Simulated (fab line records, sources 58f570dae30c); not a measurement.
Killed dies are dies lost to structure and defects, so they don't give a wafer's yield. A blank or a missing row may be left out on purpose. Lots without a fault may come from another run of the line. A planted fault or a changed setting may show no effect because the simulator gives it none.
fab line records | flow berkeley_cmos170
record lots=13 wafers=39 last_day=12
route steps=331 shown PLDD@148
lots that met no fault: from a run of the same line without faults
start_h: hours from the record's first day to the start of the lot's first wafer shown | wait_h: hours since the lot's step before | " the same as in the row above | L1.1+2: a row that stands for several wafers | - no value, or no start given | * or withheld: withheld | < > ~ a bound
route shown NAME@n: a module of which the file shows steps, and the number in the route of the first | usual: mean/standard deviation of fault-free wafers | same: alike in all rows | chamber/n: place in a boat | sites: the reading at each site | _std_site: their standard deviation | _edge_site: outer sites' mean less inner sites' | radius_mm: how far each site lies from the wafer's centre | mask NAME#n: copy n | behind: the tool/chamber that last shaped the wafer | hold: why the lot was held/for how many hours/how that ended | device: the transistor (n, p or np) that didn't switch | end of line: the same wafers' tests at the end of the route | a step without rows: its recipe alone | killed: dies lost to structure and defects at the first sort, not the wafer's yield | map: a wafer's dies, x killed, . not, _ none there
set.NAME: the setting as run; set.NAME@STEP: as run at that earlier step | model.NAME: the simulator's own value behind a step, which no gauge read
steps of the route over a sample of lots; a table a step, a row a wafer
services: from which hour (start_h, from the record's first day; less than 0 if before it) a tool's chamber was out of use, for how many hours, and why
## steps
# step UCB170_PLDD_EXPOSE_03
# recipe mask_id=PSELECT na=0.5 sigma_outer=0.6 source_shape=conventional target_cd_nm=1200 dose_mj=30
# usual exposure_dose_mJ_cm2=30.005/0.025
# columns lot.wafer tool chamber start_h wait_h mask exposure_dose_mJ_cm2
L793.3 krf_scanner-01 0 148.31 0.2 PSELECT#0 30.030
L793.5 " 0 " " PSELECT#0 30.047
L793.6 " 0 " " PSELECT#0 30.037
L792.1 krf_scanner-01 0 148.38 0.3 PSELECT#0 30.018
L792.2 " 0 " " PSELECT#0 29.989
L792.5 " 0 " " PSELECT#0 30.013
L794.2 krf_scanner-02 0 156.03 0.2 PSELECT#0 30.004
L794.3 " 0 " " PSELECT#0 30.033
L794.6 " 0 " " PSELECT#0 29.991
L795.1 krf_scanner-01 0 169.53 0.2 PSELECT#0 29.980
L795.2 " 0 " " PSELECT#0 29.998
L795.4 " 0 " " PSELECT#0 30.033
L797.1 krf_scanner-01 0 170.07 0.4 PSELECT#0 31.902
L797.2 " 0 " " PSELECT#0 31.938
L797.5 " 0 " " PSELECT#0 31.926
L803.3 krf_scanner-01 0 191.67 0.2 PSELECT#0 31.555
L803.5 " 0 " " PSELECT#0 31.568
L803.6 " 0 " " PSELECT#0 31.539
L802.2 krf_scanner-01 0 191.90 0.1 PSELECT#0 31.490
L802.5 " 0 " " PSELECT#0 31.515
L802.6 " 0 " " PSELECT#0 31.500
L801.2 krf_scanner-02 0 192.29 0.2 PSELECT#0 29.968
L801.3 " 0 " " PSELECT#0 30.027
L801.5 " 0 " " PSELECT#0 29.971
L800.1 krf_scanner-01 0 192.59 0.2 PSELECT#0 30.934
L800.3 " 0 " " PSELECT#0 30.985
L800.4 " 0 " " PSELECT#0 30.975
L805.1 krf_scanner-02 0 199.07 0.2 PSELECT#0 30.064
L805.3 " 0 " " PSELECT#0 29.988
L805.4 " 0 " " PSELECT#0 30.017
L806.2 krf_scanner-02 0 215.76 0.1 PSELECT#0 29.972
L806.3 " 0 " " PSELECT#0 30.003
L806.5 " 0 " " PSELECT#0 30.006
L810.3 krf_scanner-02 0 225.43 0.3 PSELECT#0 29.972
L810.5 " 0 " " PSELECT#0 29.988
L810.6 " 0 " " PSELECT#0 30.010
L813.3 krf_scanner-02 0 250.58 0.2 PSELECT#0 30.013
L813.5 " 0 " " PSELECT#0 29.980
L813.6 " 0 " " PSELECT#0 30.005
# step UCB170_PLDD_CD_MEAS_06
# recipe target_cd_nm=1200
# usual cd_nm=1200.3/1.2
# columns lot.wafer tool chamber start_h wait_h cd_nm
L793.3 cd_sem-01 - 149.24 - 1202.0
L793.5 " - " " 1202.0
L793.6 " - " " 1199.8
L792.1 cd_sem-02 - 149.32 - 1200.4
L792.2 " - " " 1200.3
L792.5 " - " " 1200.9
L794.2 cd_sem-01 - 156.42 - 1198.9
L794.3 " - " " 1200.5
L794.6 " - " " 1198.0
L795.1 cd_sem-02 - 170.61 - 1199.7
L795.2 " - " " 1200.1
L795.4 " - " " 1199.5
L797.1 cd_sem-02 - 170.91 - 1210.6
L797.2 " - " " 1211.7
L797.5 " - " " 1212.2
L803.3 cd_sem-01 - 192.19 - 1210.0
L803.5 " - " " 1208.5
L803.6 " - " " 1210.6
L802.2 cd_sem-01 - 192.44 - 1208.7
L802.5 " - " " 1209.2
L802.6 " - " " 1209.3
L801.2 cd_sem-02 - 192.71 - 1199.1
L801.3 " - " " 1200.2
L801.5 " - " " 1200.1
L800.1 cd_sem-01 - 192.98 - 1205.1
L800.3 " - " " 1205.8
L800.4 " - " " 1205.3
L805.1 cd_sem-02 - 199.46 - 1202.3
L805.3 " - " " 1202.4
L805.4 " - " " 1202.1
L806.2 cd_sem-01 - 216.15 - 1201.6
L806.3 " - " " 1201.2
L806.5 " - " " 1200.5
L810.3 cd_sem-01 - 226.23 - 1199.8
L810.5 " - " " 1199.4
L810.6 " - " " 1199.2
L813.3 cd_sem-02 - 250.97 - 1201.4
L813.5 " - " " 1201.8
L813.6 " - " " 1201.9
## services
# columns tool chamber start_h hours kind
krf_scanner-02 - 135.46 3.0 repair
krf_scanner-01 - 146.69 0.6 repair
krf_scanner-01 - 175.04 1.3 pm
krf_scanner-02 - 186.02 1.2 repair
krf_scanner-02 - 199.91 0.8 pm
krf_scanner-02 - 248.78 1.3 pm
## key
first_sign step=UCB170_PLDD_EXPOSE_03 reading=exposure_dose_mJ_cm2 direction=up sigmas=59 usual=30.005 struck=31.486
effect step=UCB170_PLDD_CD_MEAS_06 reading=cd_nm direction=up sigmas=7 usual=1200.3 struck=1208.9 through=control_loop
met_at UCB170_PLDD_EXPOSE_03
struck_lots L797,L800,L802,L803
sort_left_out L803.3,L803.5,L803.6
tester_left_out L797,L800,L802,L803
loop_trim step=UCB170_PLDD_EXPOSE_03 setting=dose lots=L800,L802,L803
onset_between 169.53 170.07
fault kind=process_parameter_drift tool=krf_scanner-01 chamber=- onset_h=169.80 steps=UCB170_PLDD_EXPOSE_03 channel=dose_mj offset=1.9155 shape=step acts_in=these_recipes_only stated=30
# tester_left_out: of these lots the tester's yield and bins aren't shown, on N5 and GAA mostly nor the transistor test; their killed dies are dies lost to structure and defects alone, not to doping, threshold or leakage, so they don't give the yield
# sort_left_out: the simulated sort isn't trusted on such a fault, so these wafers' sort isn't shown, and their yield isn't known
# loop_trim: a control loop set the setting to another value than it would have without faults
